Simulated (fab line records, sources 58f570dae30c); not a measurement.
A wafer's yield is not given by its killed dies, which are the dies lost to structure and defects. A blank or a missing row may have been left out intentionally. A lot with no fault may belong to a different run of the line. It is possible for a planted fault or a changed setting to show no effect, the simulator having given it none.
Shared-tool check -- flow berkeleyCmos170 -- 42 wafers sampled across 14 lots

## THE REASON FOR OPENING IT
At UCB170_NLDD_CD_MEAS_06 the reading cdNm is flagged on 2 of 14 lots. No-fault wafers: 1199.6 nm, standard deviation 1.3.
Rule: flag the lot when none of its wafers has a number, or when each of its wafers that has one lies beyond 4 standard deviations from that mean. The other lots count as sound.

lot,measured,on,"cdNm (nm), wafer by wafer",flag
L980,day 6 05:35,cdSem-01,1199.9 1201.1 1201.7,
L982,day 6 05:38,cdSem-02,1198.8 1198.5 1198.3,
L981,day 6 06:12,cdSem-01,1198.8 1199.0 1198.8,
L983,day 6 15:04,cdSem-01,1199.0 1200.3 1200.5,
L984,day 6 16:01,cdSem-02,1199.8 1199.3 1201.8,
L986,day 7 11:26,cdSem-02,1198.6 1199.7 1198.7,
L987,day 8 00:14,cdSem-02,1198.6 1197.5 1199.0,
L990,day 8 10:47,cdSem-02,1200.9 1200.1 1200.2,
L988,day 8 10:52,cdSem-02,1201.1 1201.1 1200.3,
L992,day 9 00:56,cdSem-01,1199.7 1196.6 1198.3,
L994,day 9 07:30,cdSem-01,1199.7 1199.7 1199.7,
L998,day 10 13:16,cdSem-01,1197.7 1198.6 1197.4,
L102,day 11 11:32,cdSem-01,1238.0 1238.0 1237.7,FLAGGED
L103,day 11 11:49,cdSem-01,1237.4 1237.3 1237.2,FLAGGED
On average the flagged lots' numbers are 1237.6 nm, which is +38.0 nm against the usual, or +29 standard deviations.

## WHICH TOOL RAN EACH LOT
The record keeps 1 process step preceding the reading, out of 331 steps on the route. Each cell gives the tool, then ch followed by the chambers the sampled wafers passed through, then the start.
lot,flag,UCB170_NLDD_PEB_04
L980,,"lithoTrack-02 ch 0, day 6 05:19"
L982,,"lithoTrack-04 ch 0, day 6 05:00"
L981,,"lithoTrack-04 ch 0, day 6 05:52"
L983,,"lithoTrack-02 ch 0, day 6 14:48"
L984,,"lithoTrack-03 ch 0, day 6 15:45"
L986,,"lithoTrack-04 ch 0, day 7 11:10"
L987,,"lithoTrack-03 ch 0, day 7 23:57"
L990,,"lithoTrack-03 ch 0, day 8 10:26"
L988,,"lithoTrack-04 ch 0, day 8 10:26"
L992,,"lithoTrack-04 ch 0, day 9 00:40"
L994,,"lithoTrack-03 ch 0, day 9 07:14"
L998,,"lithoTrack-03 ch 0, day 10 12:59"
L102,FLAGGED,"lithoTrack-04 ch 0, day 11 11:16"
L103,FLAGGED,"lithoTrack-04 ch 0, day 11 11:32"
These steps, and what they do:
- UCB170_NLDD_PEB_04
- UCB170_NLDD_CD_MEAS_06: target cd 1200 nm.

## FLAGGED AGAINST TOTAL, ONE TOOL AT A TIME (gauges that did the reading follow at the end)
step,tool,lots run,flagged,share of the flagged lots,sound lots run after its first flagged lot
UCB170_NLDD_PEB_04,lithoTrack-02,2,0,none,-
UCB170_NLDD_PEB_04,lithoTrack-03,5,0,none,-
UCB170_NLDD_PEB_04,lithoTrack-04,7,2,all,0
UCB170_NLDD_CD_MEAS_06,cdSem-01,8,2,all,0
UCB170_NLDD_CD_MEAS_06,cdSem-02,6,0,none,-

## WHAT THE TABLE PERMITS
In 2 table rows, all flagged lots were run: lithoTrack-04 (UCB170_NLDD_PEB_04), cdSem-01 (UCB170_NLDD_CD_MEAS_06).
- lithoTrack-04 at UCB170_NLDD_PEB_04 ran 7 lots, 2 of them flagged. Last sound lot L992 at day 9 00:40, first flagged lot L102 at day 11 11:16; a fault beginning in between fits. Its own readings (heaterPowerTotalW, plateTempC) fall more than 4 standard deviations out on all wafers of the flagged lots.
- cdSem-01 at UCB170_NLDD_CD_MEAS_06 ran 8 lots, 2 of them flagged. Last sound lot L998 at day 10 13:16, first flagged lot L102 at day 11 11:32; a fault beginning in between fits.
A lot count leaves these 2 tools indistinguishable: every one of them fits a fault beginning at some hour. More lots, or a look at what each step does to the wafer, might.

## WHAT THE SIMULATOR HAD INSERTED
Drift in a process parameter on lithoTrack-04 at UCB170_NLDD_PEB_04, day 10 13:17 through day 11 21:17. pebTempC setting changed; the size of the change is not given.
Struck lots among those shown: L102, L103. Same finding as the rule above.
